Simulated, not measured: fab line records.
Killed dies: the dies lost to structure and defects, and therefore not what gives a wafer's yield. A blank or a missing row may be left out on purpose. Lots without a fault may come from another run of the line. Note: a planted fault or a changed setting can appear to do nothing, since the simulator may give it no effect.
Comparing a struck lot with a sound one ; flow ritCmos ; 43 steps out of a route of 202
Sound: wafers L387.3, L387.5, L387.6. Struck: wafers L395.2, L395.4, L395.6. The cause is given at the end.
At each step with rows: each side's tool, then ch and its chambers, then its first start. Under that, the readings that differ: sound wafers ; struck wafers ; difference of the means ; sigmas: that difference in standard deviations of wafers without a fault.
alike: same words and numbers on both sides, and readings whose means sit less than 2 such deviations apart. not compared: any withheld reading, any reading some wafer has no value for, any bound like >300 that may hide the same value, and any number with overlapping values for which the record gives no deviation.
Wherever a step has rows on one side only, a row that says differs or no value, or a row with sigmas, the two part there. Non-overlapping numbers with no deviation appear without sigmas and do not part them. Lack of a reading on every wafer of one side parts them only where that side has two or more wafers.

first, 2 steps without rows for these wafers: RIT_SDANNEAL_CLEAN_02 (cleans in SC2, time 600 s); RIT_SDANNEAL_RTA_03 (time 5 s).
RIT_SDANNEAL_RS_MEAS_04: the measuring method here is four-point-probe.
  sound on filmMetro-02, day 3 04:22; struck on filmMetro-01, day 4 23:26
reading;sound;struck;difference;sigmas
PSD_RS (ohm/sq);116.37 116.44 116.17;115.54 115.82 115.47;-0.72;-3
RIT_SDANNEAL_RS_MEAS_05: the measuring method here is four-point-probe.
  sound on filmMetro-02, day 3 04:29; struck on filmMetro-01, day 4 23:34
  alike: NSD_RS
RIT_SDANNEAL_RS_MEAS_06: the measuring method here is four-point-probe.
  sound on filmMetro-02, day 3 04:37; struck on filmMetro-01, day 4 23:41
  alike: PLDD_RS
RIT_SDANNEAL_RS_MEAS_07: the measuring method here is four-point-probe.
  sound on filmMetro-02, day 3 04:44; struck on filmMetro-01, day 4 23:48
reading;sound;struck;difference;sigmas
NLDD_RS (ohm/sq);155.2 154.6 154.8;153.6 153.6 154.0;-1.1;-2
then, 1 step without rows for these wafers: RIT_SILICIDE_WET_ETCH_00 (etches SiO2 in BOE, target depth 14 nm, time 15 s).
RIT_SILICIDE_SPUTTER_01: material Ti, target thk 30 nm, time 240 s.
  sound on pvdSputter-02, day 3 04:49; struck on pvdSputter-01, day 4 23:55
  alike: throttleValvePct
RIT_SILICIDE_RS_MEAS_02: the measuring method here is four-point-probe.
  sound on filmMetro-04, day 3 05:01; struck on filmMetro-02, day 5 00:05
  alike: SILICIDE_TI_RS
RIT_SILICIDE_THK_MEAS_03: measures by xrf.
  sound on filmMetro-04, day 3 05:07; struck on filmMetro-02, day 5 00:11
  alike: SILICIDE_TI_THK
then, 2 steps without rows for these wafers: RIT_SILICIDE_RTA_04 (time 10 s, ramp up 5 s, ramp down 5 s); RIT_SILICIDE_WET_ETCH_05 (etches Ti in SPM, time 120 s).
RIT_SILICIDE_RTA_06: time 10 s, ramp up 5 s, ramp down 10 s.
  sound on rtpAnneal-02 ch 0, day 3 05:17; struck on rtpAnneal-01 ch 0, day 5 00:22
  alike: wafer_temp_C_max
RIT_CONTACT_CVD_00: deposits SiO2 from TEOS, target thk 400 nm, time 61 s.
  sound on pecvd-04 ch 0,1,2, day 3 05:20; struck on pecvd-01 ch 0,2, day 5 00:25
  alike: heaterPowerW
RIT_CONTACT_THK_MEAS_01:
  sound on filmMetro-04, day 3 05:24; struck on filmMetro-03, day 5 00:28
  alike: CONTACT_TEOS_THK
then, 6 steps without rows for these wafers: RIT_CONTACT_HMDS_02 (prime time 60 s); RIT_CONTACT_COAT_03 (resist thk 1000 nm); RIT_CONTACT_SOFTBAKE_04 (time 60 s); RIT_CONTACT_EXPOSE_05 (exposes mask M11, target cd 1000 nm); RIT_CONTACT_PEB_06; RIT_CONTACT_DEVELOP_07 (develop time 120 s).
RIT_CONTACT_CD_MEAS_08 targets a cd of 1000 nm.
  sound on cdSem-02, day 3 06:47; struck on cdSem-01, day 5 01:31
  alike: cdNm
RIT_CONTACT_OVL_MEAS_09:
  sound on overlay-02, day 3 06:52; struck on overlay-02, day 5 01:37
reading;sound;struck;difference;sigmas
CONTACT_OVL (nm);3.5 2.1 0.3;-1.7 -0.5 -1.2;-3.1;-2
then, 1 step without rows for these wafers: RIT_CONTACT_HARDBAKE_10 (time 60 s).
RIT_CONTACT_ETCH_11: etches SiO2 in CHF3/CF4/Ar, stops on TiSi2, target depth 480 nm, time 320 s.
  sound on rieDiel-04 ch 0,1,3, day 3 07:07; struck on rieDiel-01 ch 0,1,2, day 5 01:52
  alike: drypumpMotorCurrentA, oesProductAu, throttleValvePct
  not compared: rfHoursCounterH
RIT_CONTACT_STRIP_12: strips in O2, time 180 s.
  sound on plasmaAsher-04 ch 0,1, day 3 07:22; struck on plasmaAsher-02 ch 0,1, day 5 02:04
reading;sound;struck;difference;sigmas
drypumpMotorCurrentA (A);4.8 5.6 4.8;6.0 6.8 6.8;+1.5;+2
  not compared: rfHoursCounterH
RIT_CONTACT_CD_MEAS_90 targets a cd of 1000 nm.
  sound on cdSem-02, day 3 07:31; struck on cdSem-01, day 5 02:16
  alike: cdNm
then, 3 steps without rows for these wafers: RIT_CONTACT_CLEAN_13 (cleans in SC1, time 600 s); RIT_CONTACT_CLEAN_14 (cleans in SC2, time 600 s); RIT_M1_SPUTTER_00 (material Al, target thk 400 nm, time 500 s).
RIT_M1_RS_MEAS_01: the measuring method here is four-point-probe.
  sound on filmMetro-04, day 3 08:18; struck on filmMetro-02, day 5 03:02
  alike: M1_AL_RS
RIT_M1_THK_MEAS_02: measures by xrf.
  sound on filmMetro-04, day 3 08:24; struck on filmMetro-02, day 5 03:09
  alike: M1_AL_THK
then, 6 steps without rows for these wafers: RIT_M1_HMDS_03 (prime time 60 s); RIT_M1_COAT_04 (resist thk 1300 nm); RIT_M1_SOFTBAKE_05 (time 60 s); RIT_M1_EXPOSE_06 (exposes mask M12, target cd 2600 nm); RIT_M1_PEB_07; RIT_M1_DEVELOP_08 (develop time 68 s).
RIT_M1_CD_MEAS_09 targets a cd of 2600 nm.
  sound on cdSem-01, day 3 09:29; struck on cdSem-01, day 5 04:06
  alike: cdNm
RIT_M1_OVL_MEAS_10:
  sound on overlay-02, day 3 09:35; struck on overlay-01, day 5 04:12
  alike: M1_OVL
then, 1 step without rows for these wafers: RIT_M1_HARDBAKE_11 (time 120 s).
RIT_M1_METAL_ETCH_12: etches Al in Cl2/BCl3, stops on SiO2, time 165 s, target depth 600 nm.
  sound on rieMetal-03 ch 0,1, day 3 09:55; struck on rieMetal-01 ch 0,1, day 5 04:29
reading;sound;struck;difference;sigmas
drypumpMotorCurrentA (A);5.8 5.8 6.1;4.8 4.8 5.5;-0.9;-2
  alike: bcl3FlowSccm, oesProductAu, throttleValvePct
  not compared: rfHoursCounterH
RIT_M1_PROBE_99:
  sound on prober-01, day 3 12:13; struck on prober-01, day 5 06:47
reading;sound;struck;difference;sigmas
model.etest.npolySal.rsOhmSq;4.373 4.367 4.362;3.943 3.979 3.945;-0.412;
model.etest.pplusSal.rsOhmSq;4.343 4.325 4.344;3.925 3.928 3.925;-0.411;
model.etest.ppolySal.rsOhmSq;4.353 4.346 4.321;3.957 3.979 3.945;-0.380;
model.etest.nplusSal.rsOhmSq;4.356 4.361 4.316;3.92 3.92 3.91;-0.43;
model.etest.nplusSal.lineOhmUm;1.28 1.28 1.266;1.147 1.141 1.134;-0.135;
model.etest.pplusSal.lineOhmUm;1.278 1.281 1.285;1.125 1.131 1.13;-0.153;
model.etest.contactPplus.rcOhm;1.401 1.383 1.328;1.291 1.273 1.311;-0.079;
model.etest.contactNplus.rcOhm;1.397 1.395 1.37;1.292 1.249 1.25;-0.124;
  alike: killedAtContacts, killedAtFrontEnd, killedDies, killedOpen, killedShort

== WHERE THEY PART ==
At RIT_SDANNEAL_RS_MEAS_04 first; at RIT_M1_METAL_ETCH_12 last (within this record only). Later steps at which nothing parts them and some readings are alike: RIT_M1_PROBE_99.

WHY: whatever the simulator had introduced
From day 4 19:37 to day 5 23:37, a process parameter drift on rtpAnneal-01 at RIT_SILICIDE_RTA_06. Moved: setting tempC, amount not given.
